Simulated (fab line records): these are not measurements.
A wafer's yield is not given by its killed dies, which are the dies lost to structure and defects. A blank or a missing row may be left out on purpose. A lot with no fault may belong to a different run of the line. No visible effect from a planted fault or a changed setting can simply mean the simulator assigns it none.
Which tool did it? | flow berkeley cmos170 | 14 lots, 42 wafers sampled, at 6 steps of a route of 331

WHAT THE GAUGES SHOWED, per wafer
UCB170_V1_BOW_MEAS_03. Usual: V1_BOW typically reads 20 um, with standard deviation 7.4.
lot  | measured     | on            | V1_BOW (um) | flag
L978 | day 7 06:29  | film metro-02 | 18 31 22    |
L977 | day 7 06:46  | film metro-02 | 16 24 18    |
L980 | day 7 06:27  | film metro-01 | 22 25 19    |
L983 | day 8 02:01  | film metro-04 | 16 23 23    |
L982 | day 8 02:19  | film metro-04 | 22 23 20    |
L985 | day 8 11:15  | film metro-02 | 14 12 14    |
L984 | day 8 11:15  | film metro-01 | 27 19 13    |
L988 | day 9 01:55  | film metro-01 | 7 21 19     |
L989 | day 9 05:44  | film metro-02 | 19 25 27    |
L991 | day 10 05:18 | film metro-04 | 41 43 21    |
L994 | day 10 22:38 | film metro-04 | 36 19 15    |
L998 | day 11 06:36 | film metro-02 | 32 28 19    |
L999 | day 11 14:02 | film metro-01 | 28 22 7     |
L100 | day 12 03:27 | film metro-01 | 16 19 18    |

UCB170_V2_BOW_MEAS_03. Usual: V2_BOW typically reads 37 um, with standard deviation 7.7.
lot  | measured     | on            | V2_BOW (um) | flag
L978 | day 7 14:02  | film metro-01 | 37 49 41    |
L977 | day 7 14:10  | film metro-02 | 30 38 33    |
L980 | day 7 13:47  | film metro-03 | 39 42 35    |
L983 | day 8 07:38  | film metro-02 | 30 37 38    |
L982 | day 8 07:59  | film metro-02 | 39 40 37    |
L985 | day 8 16:49  | film metro-01 | 34 31 35    |
L984 | day 8 17:10  | film metro-01 | 48 39 33    |
L988 | day 9 07:13  | film metro-01 | 28 41 40    |
L989 | day 9 10:59  | film metro-01 | 38 45 45    |
L991 | day 10 10:32 | film metro-02 | 57 59 38    |
L994 | day 11 03:58 | film metro-01 | 55 37 33    |
L998 | day 11 11:46 | film metro-02 | 46 43 35    |
L999 | day 11 19:02 | film metro-01 | 48 41 28    |
L100 | day 12 08:49 | film metro-02 | 35 37 34    |

UCB170_M3_CD_MEAS_90: the cd target is 700 nm. Usual: cd nm reads 699.2 nm (standard deviation 2.1).
lot  | measured     | on        | cd nm (nm)                          | flag
L978 | day 7 19:01  | cd sem-02 | 701.9 704.0 701.3                   |
L977 | day 7 19:29  | cd sem-01 | 701.7 698.5 705.4                   |
L980 | day 7 18:44  | cd sem-01 | 699.9 699.8 699.2                   |
L983 | day 8 13:12  | cd sem-01 | 699.2 696.8 698.7                   |
L982 | day 8 13:41  | cd sem-02 | 699.6 700.2 699.5                   |
L985 | day 8 21:35  | cd sem-01 | 702.9 700.5 698.8                   |
L984 | day 8 22:19  | cd sem-01 | 698.7 700.4 697.6                   |
L988 | day 9 11:55  | cd sem-01 | 700.7 700.6 700.0                   |
L989 | day 9 15:57  | cd sem-01 | 698.9 698.4 697.8                   |
L991 | day 10 14:53 | cd sem-01 | 682.7 681.7 681.6 683.0 681.6 681.6 | OFF
L994 | day 11 08:55 | cd sem-02 | 686.9 684.8 683.7 687.3 684.5 684.0 | OFF
L998 | day 11 16:18 | cd sem-01 | 701.7 699.6 699.4                   |
L999 | day 11 23:53 | cd sem-02 | 695.4 698.6 696.9                   |
L100 | day 12 13:56 | cd sem-02 | 694.5 698.0 695.7                   |

WHICH TOOL RAN EACH LOT (tool, then ch and the chambers of the sampled wafers, then the start)
lot  | UCB170_SDANNEAL_RTA_00           | UCB170_M3_METAL_ETCH_18           | UCB170_M3_STRIP_19
L978 | rtp anneal-02 ch 0, day 6 14:19  | rie metal-03 ch 0, day 7 18:43    | plasma asher-01 ch 0,1, day 7 18:55
L977 | rtp anneal-01 ch 0, day 6 14:38  | rie metal-02 ch 0,1, day 7 19:11  | plasma asher-04 ch 0,1, day 7 19:22
L980 | rtp anneal-01 ch 0, day 6 15:19  | rie metal-01 ch 0,1, day 7 18:27  | plasma asher-04 ch 0,1, day 7 18:38
L983 | rtp anneal-01 ch 0, day 7 11:31  | rie metal-03 ch 0,1, day 8 12:56  | plasma asher-01 ch 0,1, day 8 13:05
L982 | rtp anneal-02 ch 0, day 7 12:39  | rie metal-02 ch 0,1, day 8 13:26  | plasma asher-04 ch 0,1, day 8 13:35
L985 | rtp anneal-02 ch 0, day 7 20:54  | rie metal-01 ch 0,1, day 8 21:17  | plasma asher-04 ch 0,1, day 8 21:28
L984 | rtp anneal-01 ch 0, day 7 21:22  | rie metal-03 ch 0, day 8 21:52    | plasma asher-01 ch 0,1, day 8 22:11
L988 | rtp anneal-01 ch 0, day 8 12:11  | rie metal-01 ch 1, day 9 11:36    | plasma asher-02 ch 0,1, day 9 11:47
L989 | rtp anneal-02 ch 0, day 8 18:10  | rie metal-01 ch 0,1, day 9 15:34  | plasma asher-02 ch 0,1, day 9 15:46
L991 | rtp anneal-02 ch 0, day 9 16:38  | rie metal-01 ch 0,1, day 10 14:38 | plasma asher-04 ch 0,1, day 10 14:47
L994 | rtp anneal-02 ch 0, day 10 08:44 | rie metal-01 ch 1, day 11 08:32   | plasma asher-02 ch 0,1, day 11 08:49
L998 | rtp anneal-01 ch 0, day 10 18:08 | rie metal-03 ch 0,1, day 11 15:59 | plasma asher-01 ch 0,1, day 11 16:11
L999 | rtp anneal-01 ch 0, day 11 04:04 | rie metal-03 ch 0,1, day 11 23:31 | plasma asher-02 ch 0,1, day 11 23:43
L100 | rtp anneal-02 ch 0, day 11 13:31 | rie metal-03 ch 0,1, day 12 13:39 | plasma asher-01 ch 0,1, day 12 13:50
- UCB170_SDANNEAL_RTA_00: time 10 s.
- UCB170_M3_METAL_ETCH_18: etches Al in Cl2/BCl3, stops on SiO2, target depth 1170 nm, time 195 s.
- UCB170_M3_STRIP_19: strips in O2.

AS READ BY THE TOOLS THEMSELVES (means over the sampled wafers that have a number; for cases with no such wafer, the mark the record gives instead)
UCB170_SDANNEAL_RTA_00. Usual: lamp power pct 22.8 %, standard deviation 0.46; wafer_temp_C_max 904.6, standard deviation 1.1.
lot  | tool          | lamp power pct (%) | wafer_temp_C_max | flag
L978 | rtp anneal-02 | 23.2               | 905.4            |
L977 | rtp anneal-01 | 22.3               | 903.9            |
L980 | rtp anneal-01 | 22.2               | 903.1            |
L983 | rtp anneal-01 | 22.3               | 903.6            |
L982 | rtp anneal-02 | 23.2               | 904.5            |
L985 | rtp anneal-02 | 23.2               | 904.9            |
L984 | rtp anneal-01 | 22.3               | 904.0            |
L988 | rtp anneal-01 | 22.3               | 903.7            |
L989 | rtp anneal-02 | 23.2               | 905.7            |
L991 | rtp anneal-02 | 23.2               | 905.1            |
L994 | rtp anneal-02 | 23.2               | 905.5            |
L998 | rtp anneal-01 | 22.2               | 903.2            |
L999 | rtp anneal-01 | 22.3               | 904.1            |
L100 | rtp anneal-02 | 23.2               | 905.8            |

UCB170_M3_METAL_ETCH_18. Usual: bcl3 flow sccm 44.99 sccm, standard deviation 0.13; drypump motor current A 5.7 A, standard deviation 0.45; oes product au 0.836 a.u., standard deviation 0.01; throttle valve pct 24.40 %, standard deviation 0.22.
lot  | tool         | bcl3 flow sccm (sccm) | drypump motor current A (A) | oes product au (a.u.) | throttle valve pct (%) | flag
L978 | rie metal-03 | 45.18                 | 5.9                         | 0.840                 | 24.55                  |
L977 | rie metal-02 | 44.94                 | 5.9                         | 0.839                 | 24.75                  |
L980 | rie metal-01 | 44.97                 | 5.9                         | 0.842                 | 24.14                  |
L983 | rie metal-03 | 45.03                 | 5.4                         | 0.828                 | 24.47                  |
L982 | rie metal-02 | 45.06                 | 5.9                         | 0.846                 | 24.75                  |
L985 | rie metal-01 | 44.92                 | 5.6                         | 0.830                 | 24.17                  |
L984 | rie metal-03 | 44.92                 | 5.9                         | 0.829                 | 24.55                  |
L988 | rie metal-01 | 44.96                 | 6.3                         | 0.830                 | 24.11                  |
L989 | rie metal-01 | 44.83                 | 6.0                         | 0.836                 | 24.14                  |
L991 | rie metal-01 | 44.99                 | 5.6                         | 0.836                 | 24.17                  |
L994 | rie metal-01 | 45.04                 | 6.2                         | 0.837                 | 24.11                  |
L998 | rie metal-03 | 45.13                 | 5.7                         | 0.828                 | 24.51                  |
L999 | rie metal-03 | 44.90                 | 5.4                         | 0.838                 | 24.46                  |
L100 | rie metal-03 | 45.05                 | 5.7                         | 0.825                 | 24.52                  |

UCB170_M3_STRIP_19. Usual: drypump motor current A 5.5 A, standard deviation 0.55; oes product au 0.545 a.u., standard deviation 0.014.
lot  | tool            | drypump motor current A (A) | oes product au (a.u.) | flag
L978 | plasma asher-01 | 5.2                         | 0.553                 |
L977 | plasma asher-04 | 5.5                         | 0.548                 |
L980 | plasma asher-04 | 5.5                         | 0.556                 |
L983 | plasma asher-01 | 5.1                         | 0.528                 |
L982 | plasma asher-04 | 5.5                         | 0.553                 |
L985 | plasma asher-04 | 5.5                         | 0.543                 |
L984 | plasma asher-01 | 5.2                         | 0.544                 |
L988 | plasma asher-02 | 6.4                         | 0.555                 |
L989 | plasma asher-02 | 6.0                         | 0.557                 |
L991 | plasma asher-04 | 5.4                         | 0.323                 | OFF
L994 | plasma asher-02 | 6.4                         | 0.344                 | OFF
L998 | plasma asher-01 | 5.2                         | 0.543                 |
L999 | plasma asher-02 | 6.0                         | 0.535                 |
L100 | plasma asher-01 | 5.2                         | 0.553                 |

THE ANSWER, worked out from the rows above alone
Rule: take the mean of a lot's wafers that have a number; if it is more than 3 standard deviations from the usual mean, the lot is off. A lot without any number at a reading at which 4 lots or more have one is off too. All remaining lots with rows at the step are treated as sound. After the gauges, taken in route order, come the tools' own readings; for these a lot's mean is taken, as printed above. At the first step where some lot is off, the reading lying furthest off is the one used; lots without a number count as furthest.
Off at UCB170_M3_CD_MEAS_90 (cd nm): L991, L994.
If a tool, at a process step before that reading, ran all the lots that are off and no sound lot after the first of them, it fits. The gauges at UCB170_M3_CD_MEAS_90 aren't tried: what is off there is off at UCB170_M3_STRIP_19 too, on other tools, and a gauge's error can't cause that. One candidate fits, namely rie metal-01 at UCB170_M3_METAL_ETCH_18. Its last sound lot is L989 (day 9 15:34), its first lot that is off L991 (day 10 14:38): a fault that began between those two fits.

WHAT THE SIMULATOR HAD INSERTED
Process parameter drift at UCB170_M3_METAL_ETCH_18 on rie metal-01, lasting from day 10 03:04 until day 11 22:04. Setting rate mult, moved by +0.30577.
Lots struck among those shown: L991, L994. The same result came from the rule above.
